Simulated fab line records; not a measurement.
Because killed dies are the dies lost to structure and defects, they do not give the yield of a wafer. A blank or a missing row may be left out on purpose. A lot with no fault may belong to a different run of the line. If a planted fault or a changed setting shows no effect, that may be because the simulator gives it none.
fab line records    flow rit-cmos
record: lots: 15  wafers: 45  last-day: 7
route steps=202 shown ACTIVE@15 PWELL@47 NLDD@109 M1@186
lots that met no fault: taken from a fault-free run of the same line
start-h: start of the lot's first displayed wafer, in hours after the record's first day    wait-h: hours since the lot's step before    " as in the row above    L1.1+2: one row covering several wafers at once    - value missing, or start not given    * or withheld: withheld    < > ~ a bound
route shown NAME@n: NAME is a module with steps in the file, n the number in the route of the first one    usual: mean/standard deviation taken from wafers without a fault    same: alike in all rows    chamber/n: place in a boat    sites: readings site by site    _std_site: the values' standard deviation    _edge_site: outer sites' mean less inner sites'    radius-mm: for every site, how far away it sits from the centre of the wafer    mask NAME#n: copy n    behind: the last tool/chamber to shape the wafer    hold: why the lot was held/for how many hours/how that ended    device: which transistor (n, p or np) failed to switch    end of line: tests run on the same wafers once the route is complete    a step with no rows: only its recipe    killed: dies lost to structure and defects at the first sort, not the wafer's yield    map: a wafer's dies, x killed, . not, _ none there
set.NAME: the setting the step ran with; set.NAME@STEP: the setting that earlier step ran with    model.NAME: the simulator's own value behind a step, which no gauge read
one table for each step of the route and one row for each wafer, over a sample of lots
services: a tool's chamber out of use, with start hour (start-h, from the record's first day; less than 0 if before it), hours out, and reason
== steps ==
step: RIT_ACTIVE_STRIP_14
recipe: chemistry: O2  time-s: 180  resist: NOVOLAK  platen-temp-c: withheld  power-w: 500  pressure-mtorr: 4000  o2-flow-sccm: 4000
usual: drypump-motor-current-A: 5.8/0.34
lot.wafer  tool             chamber  start-h  wait-h  drypump-motor-current-A  rf-hours-counter-h
L679.2     plasma-asher-02  0        15.00    0.1     6.4                      35
L679.4     "                1        "        "       6.3                      -
L679.6     "                0        "        "       6.4                      -
L680.1     plasma-asher-02  0        21.26    0.1     6.3                      36
L680.2     "                1        "        "       6.3                      36
L680.3     "                0        "        "       6.4                      -
L682.1     plasma-asher-01  1        30.92    0.1     5.5                      39
L682.2     "                0        "        "       5.4                      39
L682.5     "                0        "        "       5.4                      -
L684.4     plasma-asher-03  0        40.83    0.1     5.8                      -
L684.5     "                1        "        "       5.6                      -
L684.6     "                0        "        "       5.8                      -
L685.2     plasma-asher-02  1        44.87    0.1     6.3                      38
L685.3     "                0        "        "       6.4                      -
L685.6     "                1        "        "       6.3                      -
L688.1     plasma-asher-01  1        59.84    0.1     5.5                      42
L688.2     "                0        "        "       5.4                      42
L688.6     "                1        "        "       5.5                      -
L689.3     plasma-asher-03  0        65.37    0.1     5.7                      -
L689.4     "                1        "        "       5.7                      -
L689.5     "                1        "        "       5.7                      -
L691.1     plasma-asher-02  1        74.84    0.1     6.3                      41
L691.4     "                1        "        "       6.3                      -
L691.6     "                0        "        "       6.3                      -
L693.2     plasma-asher-02  1        84.84    0.1     6.3                      42
L693.4     "                1        "        "       6.3                      -
L693.5     "                1        "        "       6.3                      -
L695.3     plasma-asher-03  0        95.03    0.1     5.8                      -
L695.4     "                1        "        "       5.7                      -
L695.6     "                1        "        "       5.6                      -
L696.3     plasma-asher-03  0        100.14   0.1     5.7                      -
L696.5     "                0        "        "       5.7                      -
L696.6     "                1        "        "       5.6                      -
L697.1     plasma-asher-02  1        104.97   0.1     6.3                      44
L697.3     "                1        "        "       6.3                      -
L697.4     "                0        "        "       6.3                      -
L700.1     plasma-asher-03  1        119.84   0.1     5.6                      34
L700.3     "                1        "        "       5.6                      -
L700.4     "                0        "        "       5.7                      -
L701.1     plasma-asher-03  1        124.92   0.1     5.7                      34
L701.3     "                0        "        "       5.7                      -
L701.5     "                0        "        "       5.8                      -
L702.1     plasma-asher-03  0        129.84   0.1     5.8                      35
L702.2     "                1        "        "       5.7                      35
L702.4     "                0        "        "       5.7                      -
step: RIT_PWELL_IMPLANT_08
recipe: species: B  energy-kev: 170  dose-cm2: 7e+13  tilt-deg: 7
usual: dose-ions-cm2: 7e+13/7.1e+10  faraday-current-uA: 222/4.8
lot.wafer  tool          chamber  start-h  wait-h  dose-ions-cm2  faraday-current-uA
L679.2     implanter-04  0        31.35    0.2     6.995e+13      228
L679.4     "             0        "        "       7.004e+13      227
L679.6     "             0        "        "       7.008e+13      226
L680.1     implanter-02  0        32.72    0.2     6.996e+13      214
L680.2     "             0        "        "       7.009e+13      226
L680.3     "             0        "        "       6.996e+13      221
L682.1     implanter-04  0        38.99    0.2     6.998e+13      220
L682.2     "             0        "        "       7.004e+13      231
L682.5     "             0        "        "       7.003e+13      233
L684.4     implanter-02  0        48.72    0.2     7.005e+13      219
L684.5     "             0        "        "       7.02e+13       224
L684.6     "             0        "        "       7.001e+13      224
L685.2     implanter-02  0        52.96    0.2     7.001e+13      224
L685.3     "             0        "        "       7.005e+13      216
L685.6     "             0        "        "       7.01e+13       218
L688.1     implanter-02  0        67.16    0.2     7.006e+13      221
L688.2     "             0        "        "       6.996e+13      215
L688.6     "             0        "        "       6.995e+13      222
L689.3     implanter-04  0        72.66    0.2     6.988e+13      226
L689.4     "             0        "        "       6.999e+13      222
L689.5     "             0        "        "       6.998e+13      225
L691.1     implanter-01  0        82.27    0.2     7.005e+13      218
L691.4     "             0        "        "       6.996e+13      218
L691.6     "             0        "        "       7.014e+13      223
L693.2     implanter-02  0        92.43    0.2     7.002e+13      229
L693.4     "             0        "        "       7.008e+13      224
L693.5     "             0        "        "       7.005e+13      217
L695.3     implanter-02  0        102.17   0.2     7.404e+13      234
L695.4     "             0        "        "       7.401e+13      229
L695.6     "             0        "        "       7.401e+13      244
L696.3     implanter-02  0        107.40   0.2     7.417e+13      233
L696.5     "             0        "        "       7.403e+13      233
L696.6     "             0        "        "       7.409e+13      240
L697.1     implanter-02  0        112.37   0.2     7.408e+13      236
L697.3     "             0        "        "       7.402e+13      237
L697.4     "             0        "        "       7.398e+13      239
L700.1     implanter-01  0        127.28   0.2     6.995e+13      221
L700.3     "             0        "        "       7.008e+13      227
L700.4     "             0        "        "       7.004e+13      219
L701.1     implanter-04  0        132.39   0.2     6.976e+13      219
L701.3     "             0        "        "       6.998e+13      224
L701.5     "             0        "        "       7.006e+13      221
L702.1     implanter-04  0        137.10   0.2     6.998e+13      221
L702.2     "             0        "        "       6.999e+13      225
L702.4     "             0        "        "       6.991e+13      221
step: RIT_WELLDRIVE_RS_MEAS_02
recipe: thk-meas-gauge: four-point-probe
usual: PWELL_RS: 429.2/1.7
lot.wafer  tool           chamber  start-h  wait-h  PWELL_RS[ohm/sq]
L679.2     film-metro-04  -        36.93    0.1     430.6
L679.4     "              -        "        "       431.0
L679.6     "              -        "        "       432.9
L680.1     film-metro-04  -        38.93    0.1     431.4
L680.2     "              -        "        "       429.9
L680.3     "              -        "        "       431.3
L682.1     film-metro-04  -        44.58    0.1     431.4
L682.2     "              -        "        "       430.9
L682.5     "              -        "        "       430.2
L684.4     film-metro-02  -        54.87    0.1     426.9
L684.5     "              -        "        "       427.4
L684.6     "              -        "        "       427.4
L685.2     film-metro-03  -        59.91    0.1     427.0
L685.3     "              -        "        "       427.7
L685.6     "              -        "        "       426.7
L688.1     film-metro-03  -        73.28    0.1     431.5
L688.2     "              -        "        "       431.3
L688.6     "              -        "        "       430.6
L689.3     film-metro-03  -        78.37    0.1     428.7
L689.4     "              -        "        "       428.5
L689.5     "              -        "        "       429.9
L691.1     film-metro-03  -        88.93    0.1     430.5
L691.4     "              -        "        "       427.9
L691.6     "              -        "        "       427.8
L693.2     film-metro-04  -        98.01    0.1     429.3
L693.4     "              -        "        "       429.2
L693.5     "              -        "        "       428.9
L695.3     film-metro-03  -        107.85   0.1     415.6
L695.4     "              -        "        "       414.5
L695.6     "              -        "        "       414.1
L696.3     film-metro-03  -        112.98   0.1     413.6
L696.5     "              -        "        "       413.0
L696.6     "              -        "        "       412.6
L697.1     film-metro-04  -        118.02   0.1     414.2
L697.3     "              -        "        "       414.2
L697.4     "              -        "        "       414.5
L700.1     film-metro-02  -        133.27   0.1     426.9
L700.3     "              -        "        "       427.8
L700.4     "              -        "        "       427.8
L701.1     film-metro-04  -        138.35   0.1     431.5
L701.3     "              -        "        "       430.9
L701.5     "              -        "        "       430.3
L702.1     film-metro-04  -        143.44   0.1     431.1
L702.2     "              -        "        "       428.9
L702.4     "              -        "        "       430.9
step: RIT_NLDD_OVL_MEAS_06
usual: NLDD_OVL: -1.1/1.2
lot.wafer  tool        chamber  start-h  wait-h  NLDD_OVL[nm]
L679.2     overlay-02  -        50.52    -       -2.9
L679.4     "           -        "        "       -3.6
L679.6     "           -        "        "       -2.6
L680.1     overlay-01  -        51.67    -       -1.9
L680.2     "           -        "        "       -0.1
L680.3     "           -        "        "       0.6
L682.1     overlay-01  -        58.51    -       -2.3
L682.2     "           -        "        "       -2.5
L682.5     "           -        "        "       -1.6
L684.4     overlay-02  -        68.37    -       -1.7
L684.5     "           -        "        "       -0.4
L684.6     "           -        "        "       -1.7
L685.2     overlay-02  -        72.28    -       -3.2
L685.3     "           -        "        "       -0.1
L685.6     "           -        "        "       -2.3
L688.1     overlay-01  -        85.78    -       -1.9
L688.2     "           -        "        "       -1.1
L688.6     "           -        "        "       -2.1
L689.3     overlay-02  -        91.22    -       -1.2
L689.4     "           -        "        "       -0.7
L689.5     "           -        "        "       -0.4
L691.1     overlay-02  -        101.34   -       -0.6
L691.4     "           -        "        "       -2.5
L691.6     "           -        "        "       -0.7
L693.2     overlay-01  -        110.57   -       -2.9
L693.4     "           -        "        "       -2.7
L693.5     "           -        "        "       -1.0
L696.3     overlay-01  -        125.69   -       -0.1
L696.5     "           -        "        "       -1.4
L696.6     "           -        "        "       -1.6
L697.1     overlay-01  -        131.54   -       -2.3
L697.3     "           -        "        "       0.8
L697.4     "           -        "        "       -0.6
L700.1     overlay-02  -        147.10   -       0.4
L700.3     "           -        "        "       1.3
L700.4     "           -        "        "       0.2
L701.1     overlay-01  -        151.04   -       -1.9
L701.3     "           -        "        "       -1.6
L701.5     "           -        "        "       0.4
L702.1     overlay-01  -        156.66   -       -0.9
L702.2     "           -        "        "       -0.5
L702.4     "           -        "        "       -0.7
step: RIT_M1_THK_MEAS_02
recipe: thk-meas-gauge: xrf  reads: Al_of_M1_SPUTTER_00
usual: M1_AL_THK: 400/3.9
lot.wafer  tool           chamber  start-h  wait-h  M1_AL_THK[nm]
L679.2     film-metro-02  -        62.37    0.1     394
L679.4     "              -        "        "       396
L679.6     "              -        "        "       396
L680.1     film-metro-01  -        63.26    0.1     402
L680.2     "              -        "        "       400
L680.3     "              -        "        "       407
L682.1     film-metro-02  -        70.66    0.1     399
L682.2     "              -        "        "       399
L682.5     "              -        "        "       394
L684.4     film-metro-03  -        80.33    0.1     405
L684.5     "              -        "        "       402
L684.6     "              -        "        "       402
L685.2     film-metro-02  -        83.97    0.1     403
L685.3     "              -        "        "       405
L685.6     "              -        "        "       403
L688.1     film-metro-01  -        97.70    0.1     402
L688.2     "              -        "        "       397
L688.6     "              -        "        "       400
L689.3     film-metro-03  -        103.20   0.1     403
L689.4     "              -        "        "       401
L689.5     "              -        "        "       404
L691.1     film-metro-02  -        113.05   0.1     398
L691.4     "              -        "        "       400
L691.6     "              -        "        "       401
L693.2     film-metro-01  -        123.34   0.1     403
L693.4     "              -        "        "       402
L693.5     "              -        "        "       404
L696.3     film-metro-01  -        137.50   0.1     401
L696.5     "              -        "        "       406
L696.6     "              -        "        "       407
L697.1     film-metro-03  -        143.13   0.1     399
L697.3     "              -        "        "       399
L697.4     "              -        "        "       400
L700.1     film-metro-03  -        158.80   0.1     406
L700.3     "              -        "        "       406
L700.4     "              -        "        "       406
L701.1     film-metro-03  -        163.05   0.1     394
L701.3     "              -        "        "       394
L701.5     "              -        "        "       402
L702.1     film-metro-02  -        168.63   0.1     399
L702.2     "              -        "        "       398
L702.4     "              -        "        "       402
step: RIT_M1_PROBE_99
usual: killed_at_M0_to_M3: 0.0/0.083  killed-at-contacts: 0.0/0.22  killed-at-front-end: 7/3.2  killed-dies: 7/3.2  killed-open: 3.2/2.1  killed-short: 3.5/2.2
same: gross-dies: 264  killed_at_M4_up: 0  killed-at-back-side: 0  killed-at-other: 0
lot.wafer  tool       chamber  start-h  wait-h  killed_at_M0_to_M3  killed-at-contacts  killed-at-front-end  killed-dies  killed-open  killed-short
L693.2     prober-02  -        128.13   0.1     0                   0                   14                   14           9            5
L693.4     prober-02  -        128.23   0.2     0                   0                   6                    6            5            1
L693.5     prober-02  -        128.28   0.2     0                   1                   11                   12           6            6
L700.1     prober-01  -        162.40   0.1     0                   0                   5                    5            3            2
L700.3     prober-01  -        162.50   0.2     0                   0                   6                    6            4            2
L700.4     prober-01  -        162.55   0.2     0                   0                   3                    3            2            1
killed by level:class
L693.2 GATE:geometric-particle:open=4 REOX:geometric-particle:short=2 SPACER:geometric-particle:short=2 SILICIDE:geometric-particle:open=2 ACTIVE:geometric-particle:open=1 GATE:geometric-particle:short=1 FOX2:geometric-particle:open=1 REOX:geometric-particle:open=1
L693.4 FOX1:geometric-particle:open=1 FOX2:geometric-particle:open=1 GATE:geometric-particle:open=1 REOX:geometric-particle:open=1 REOX:geometric-particle:short=1 SILICIDE:geometric-particle:open=1
L693.5 GATE:geometric-particle:short=3 REOX:geometric-particle:open=2 FOX1:geometric-particle:open=1 FOX2:geometric-particle:open=1 GATE:geometric-particle:open=1 REOX:geometric-particle:short=1 SILICIDE:geometric-particle:short=1 SILICIDE:geometric-particle:open=1
L700.1 GATE:geometric-particle:short=2 FOX1:geometric-particle:open=1 FOX2:geometric-particle:open=1 GATE:geometric-particle:open=1
L700.3 FOX2:geometric-particle:open=2 GATE:geometric-particle:open=1 SPACER:geometric-particle:short=1 SPACER:geometric-particle:open=1 SILICIDE:geometric-particle:short=1
L700.4 FOX2:geometric-particle:open=2 SPACER:geometric-particle:short=1
== services ==
tool             chamber  start-h  hours  kind
plasma-asher-01  -        21.02    1.2    repair
implanter-01     -        83.52    4.2    pm
plasma-asher-01  -        106.44   15.6   pm
plasma-asher-01  -        131.99   10.1   repair
== key ==
first-sign: step: RIT_PWELL_IMPLANT_08  reading: dose-ions-cm2  direction: up  sigmas: 57  usual: 7e+13  struck: 7.405e+13
effect: step: RIT_PWELL_IMPLANT_08  reading: faraday-current-uA  direction: up  sigmas: 2.9  usual: 222  struck: 236
effect: step: RIT_WELLDRIVE_RS_MEAS_02  reading: PWELL_RS  direction: down  sigmas: 9.2  usual: 429.2  struck: 414.0
met-at RIT_PWELL_IMPLANT_08
struck-lots L695,L696,L697
rows-end L695.3,L695.4,L695.6
tester-left-out L696,L697
not-acting-at RIT_ACTIVE_STRIP_14,RIT_NLDD_OVL_MEAS_06,RIT_M1_THK_MEAS_02
onset-between 92.43 102.17
fault: kind: process-parameter-drift  tool: implanter-02  chamber: -  onset-h: 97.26  steps: RIT_PWELL_IMPLANT_08  channel: dose-cm2  offset: 4.0254e+12  shape: step  end-h: 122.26  acts-in: these-recipes-only  stated: 7e+13
tester-left-out: of these lots the tester's yield and bins aren't shown, on N5 and GAA mostly nor the transistor test; their killed dies are dies lost to structure and defects alone, not to doping, threshold or leakage, so they don't give the yield
rows-end: these wafers met a further fault down the route, and their rows from its step on are left out
